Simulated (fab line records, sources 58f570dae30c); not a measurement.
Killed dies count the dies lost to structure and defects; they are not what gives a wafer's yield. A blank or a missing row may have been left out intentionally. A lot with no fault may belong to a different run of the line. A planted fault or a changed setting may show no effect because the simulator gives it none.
Split-lot trial -- flow berkeley cmos170 -- 27 wafers read from 5 lots, route of 331 steps

## SPLIT DETAILS
At UCB170_M3_METAL_ETCH_18 (etches Al in Cl2/BCl3, stops on SiO2, target depth 1170 nm, time 195 s), the setting time s was moved away from the recipe's 195 s on 6 of the 27 wafers read, by +33.0% to +47.8%. This setting was run at the recipe's value on the other wafers.

## FROM THE SPLIT TO THE READING: what the file shows between them, 1 step
- UCB170_M3_STRIP_19: strips in O2

## THE READING
cd nm at UCB170_M3_CD_MEAS_90, given in nm (cd target 700 nm). A value of 699 nm with a standard deviation of 4.9 nm is what fault-free wafers of this fab line usually give.

wafer,"tool, chamber at the split","time s as run, s",against the recipe,"cd nm, nm",against lot-mates on the recipe
L075.1,"rie metal-01, 0",288.3,+47.8%,675,-25
L075.2,"rie metal-01, 1",288.3,+47.8%,676,-24
L075.3,"rie metal-01, 0",195,recipe,699,-
L075.4,"rie metal-01, 1",195,recipe,697,-
L075.5,"rie metal-01, 1",288.3,+47.8%,675,-25
L075.6,"rie metal-01, 0",195,recipe,704,-
L078.1,"rie metal-04, 1",259.4,+33.0%,673,-21
L078.2,"rie metal-04, 0",259.4,+33.0%,681,-13
L078.3,"rie metal-04, 1",195,recipe,692,-
L078.4,"rie metal-04, 0",195,recipe,698,-
L078.5,"rie metal-04, 1",195,recipe,691,-
L078.6,"rie metal-04, 0",259.4,+33.0%,681,-13
L080.1,"rie metal-01, 0",195,recipe,700,-
L080.2,"rie metal-01, 1",195,recipe,699,-
L080.3,"rie metal-01, 1",195,recipe,700,-
L080.4,"rie metal-01, 0",195,recipe,701,-
L080.5,"rie metal-01, 1",195,recipe,697,-
L080.6,"rie metal-01, 0",195,recipe,698,-
L084.1,"rie metal-03, 1",195,recipe,700,-
L084.2,"rie metal-03, 0",195,recipe,708,-
L084.3,"rie metal-03, 0",195,recipe,710,-
L084.4,"rie metal-03, 1",195,recipe,702,-
L084.5,"rie metal-03, 0",195,recipe,709,-
L084.6,"rie metal-03, 1",195,recipe,700,-
L083.1,"rie metal-03, 1",195,recipe,698,-
L083.2,"rie metal-03, 0",195,recipe,704,-
L083.4,"rie metal-03, 1",195,recipe,696,-

FIT RESULTS
A straight line over all 27 wafers: cd nm changes by -0.561 nm for each +1% of time s; r = -0.90; the points scatter about the line by 4.7 nm.
The same after taking each lot's own level away (the mean of its wafers on the recipe; 27 wafers): -0.5 nm for each +1%; r = -0.94; scatter 3.2 nm.
According to that fit, moving time s by its largest amount changes the reading by 24 nm.
Across the lots, their own levels run from 693.7 to 704.8 nm, a range of 2.3 times the standard deviation given above.
Hence the slope depends on the lot-to-lot level, as the two fits are not the same.
Check: with one of the wafers moved furthest among these (+47.8%) left out of the fit, the line predicts -23.6 nm for it against its lot-mates. It came out at -25 nm against them.

## ADDITIONAL SPLITS CARRIED BY THESE WAFERS
Note: prior to the reading, these wafers also went through further splits. Each is held against what the fit with the lots' levels taken away leaves over:
other split on the same wafers,wafers away from the commonest value,r with cd nm (lot level and that fit taken away)
UCB170_M2_DEVELOP_14 develop time s,12,-0.16

## THE WHOLE CHAIN: every reading that the file lists as answering this split, in the file's order
step,what it does,reading,change (the file's fit),r (the file's)
UCB170_M3_METAL_ETCH_18,"etches Al in Cl2/BCl3, stops on SiO2, target depth 1170 nm, time 195 s","KrF_of_M3_COAT_10.thk nm (the simulator's own value, which no gauge read)",-5.16 nm for each +1% of the setting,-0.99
UCB170_M3_METAL_ETCH_18,"etches Al in Cl2/BCl3, stops on SiO2, target depth 1170 nm, time 195 s","SiO2_of_V2_CVD_00.thk nm (the simulator's own value, which no gauge read)",-0.64 nm for each +1% of the setting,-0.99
UCB170_M3_STRIP_19,strips in O2,oes product au,-0.00556 a.u. for each +1% of the setting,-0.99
UCB170_M3_CD_MEAS_90,target cd 700 nm,cd nm,-0.491 nm for each +1% of the setting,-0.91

## THE FILE'S OWN FIT
cd nm changes by -0.491 nm for each +1% of time s, r = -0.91.
